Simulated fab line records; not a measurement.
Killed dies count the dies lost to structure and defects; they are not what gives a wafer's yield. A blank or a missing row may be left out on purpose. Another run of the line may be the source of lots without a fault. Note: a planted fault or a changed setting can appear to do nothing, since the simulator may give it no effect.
Which tool was responsible?    flow berkeleyCmos170    42 wafers from 14 lots sampled at 3 of the route's 331 steps

## WHAT THE GAUGES READ, wafer by wafer
UCB170_M1_CD_MEAS_90: the cd target is 700 nm.
lot   measured      on        cdNm (nm)
L449  day 9 05:45   cdSem-01  697.3 698.8 699.1
L448  day 9 05:58   cdSem-02  698.1 699.8 701.1
L450  day 9 07:31   cdSem-02  699.7 697.9 702.0
L451  day 10 00:04  cdSem-02  699.5 699.3 697.9
L453  day 10 16:07  cdSem-01  700.0 702.4 702.3
L456  day 10 18:52  cdSem-01  704.7 706.4 704.8
L454  day 10 20:04  cdSem-02  700.8 685.9 686.0
L459  day 11 19:54  cdSem-02  679.4 680.2 679.1
L464  day 12 04:47  cdSem-01  698.1 701.0 698.9
L463  day 12 05:11  cdSem-01  702.7 699.3 704.1
L465  day 12 14:35  cdSem-01  701.6 700.4 701.4
L469  day 12 23:41  cdSem-01  696.4 702.7 697.4
L467  day 13 00:13  cdSem-02  697.5 698.3 699.3
L470  day 13 20:15  cdSem-02  700.3 696.7 699.5

## TOOL THAT RAN EACH LOT (tool first, then ch and the chambers of the sampled wafers, then the start)
lot   UCB170_M1_METAL_ETCH_12           UCB170_M1_STRIP_13
L449  rieMetal-02 ch 1, day 9 05:29     plasmaAsher-02 ch 0, day 9 05:38
L448  rieMetal-04 ch 1, day 9 05:44     plasmaAsher-01 ch 0,1, day 9 05:52
L450  rieMetal-01 ch 0,1, day 9 07:16   plasmaAsher-03 ch 0,1, day 9 07:24
L451  rieMetal-02 ch 0,1, day 9 23:49   plasmaAsher-02 ch 0,1, day 9 23:56
L453  rieMetal-01 ch 0,1, day 10 15:52  plasmaAsher-02 ch 0,1, day 10 16:00
L456  rieMetal-04 ch 0, day 10 18:38    plasmaAsher-03 ch 0,1, day 10 18:46
L454  rieMetal-02 ch 0,1, day 10 19:49  plasmaAsher-01 ch 0,1, day 10 19:56
L459  rieMetal-02 ch 0, day 11 19:39    plasmaAsher-03 ch 0,1, day 11 19:47
L464  rieMetal-04 ch 0,1, day 12 04:29  plasmaAsher-02 ch 0,1, day 12 04:37
L463  rieMetal-04 ch 0,1, day 12 04:53  plasmaAsher-03 ch 0,1, day 12 05:01
L465  rieMetal-01 ch 0,1, day 12 14:21  plasmaAsher-02 ch 0,1, day 12 14:29
L469  rieMetal-04 ch 0,1, day 12 23:26  plasmaAsher-02 ch 0,1, day 12 23:34
L467  rieMetal-01 ch 0,1, day 12 23:59  plasmaAsher-03 ch 0,1, day 13 00:07
L470  rieMetal-01 ch 0,1, day 13 20:01  plasmaAsher-02 ch 0,1, day 13 20:09
- UCB170_M1_METAL_ETCH_12: etches Al in Cl2/BCl3, stops on PSG, target depth 780 nm, time 130 s.
- UCB170_M1_STRIP_13: strips in O2.

## WHAT THE TOOLS THEMSELVES READ (means of the sampled wafers that have a number; where no wafer has one, the mark that the record gives instead)
UCB170_M1_METAL_ETCH_12.
lot   tool         drypumpMotorCurrentA (A)  mfcCl2Sccm (sccm)  oesProductAu (a.u.)  throttleValvePct (%)
L449  rieMetal-02  5.3                       89.79              0.856                24.07
L448  rieMetal-04  6.0                       90.19              0.851                24.48
L450  rieMetal-01  6.2                       89.96              0.857                24.53
L451  rieMetal-02  5.0                       89.92              0.843                24.23
L453  rieMetal-01  6.2                       89.98              0.851                24.52
L456  rieMetal-04  5.1                       89.79              0.882                24.59
L454  rieMetal-02  5.0                       90.09              0.849                24.23
L459  rieMetal-02  4.8                       89.89              0.841                24.30
L464  rieMetal-04  5.7                       89.76              0.874                24.51
L463  rieMetal-04  5.4                       90.33              0.877                24.55
L465  rieMetal-01  5.9                       90.21              0.863                24.67
L469  rieMetal-04  5.7                       89.86              0.858                24.52
L467  rieMetal-01  6.2                       89.97              0.863                24.53
L470  rieMetal-01  5.9                       90.19              0.853                24.67

UCB170_M1_STRIP_13.
lot   tool            drypumpMotorCurrentA (A)  oesProductAu (a.u.)
L449  plasmaAsher-02  6.4                       0.715
L448  plasmaAsher-01  6.6                       0.724
L450  plasmaAsher-03  5.3                       0.720
L451  plasmaAsher-02  5.6                       0.715
L453  plasmaAsher-02  6.0                       0.724
L456  plasmaAsher-03  5.3                       0.718
L454  plasmaAsher-01  6.6                       0.616
L459  plasmaAsher-03  5.2                       0.559
L464  plasmaAsher-02  5.6                       0.719
L463  plasmaAsher-03  5.3                       0.722
L465  plasmaAsher-02  6.0                       0.718
L469  plasmaAsher-02  6.0                       0.724
L467  plasmaAsher-03  5.4                       0.720
L470  plasmaAsher-02  6.0                       0.722

## THE ANSWER, worked out from the rows above alone
Rule: usual is defined by the lots themselves. Put in order of their means at a reading, lots are off if they are a third of the lots or fewer, leave a main group of 4 or more, and stand apart from it by a gap of 3 or more times the standard deviation of the main group's means; of several such gaps the widest counts. The tables above print the reading to a certain number of digits; a main group whose means all agree to those digits is not used. Also off: a lot with no number at a reading for which 4 or more lots have one. The other lots that the step has rows for count as sound. Order of review: gauges by route order, followed by the tools' own readings, for which a lot's mean as printed above is used. The first step at which some lot is off is used, and at that step the reading that is off furthest; a lot without a number counts as furthest.
Off: L454, L459 (UCB170_M1_CD_MEAS_90, cdNm). The main group has a mean of 700.2 nm with a standard deviation of 1.9.
A tool fits if, at a process step before that reading, it ran every lot that is off, and no sound lot after the first of them. Not tried: the gauges at UCB170_M1_CD_MEAS_90; whatever is off there is also off at UCB170_M1_STRIP_13, on other tools, and gauge error can't account for it. One fits: UCB170_M1_METAL_ETCH_12 on rieMetal-02. Its last sound lot is L451 (day 9 23:49), its first lot that is off L454 (day 10 19:49): a fault that began between those two fits.

## WHAT THE SIMULATOR PUT IN
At UCB170_M1_METAL_ETCH_12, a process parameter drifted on rieMetal-02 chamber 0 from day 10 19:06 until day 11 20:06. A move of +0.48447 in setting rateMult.
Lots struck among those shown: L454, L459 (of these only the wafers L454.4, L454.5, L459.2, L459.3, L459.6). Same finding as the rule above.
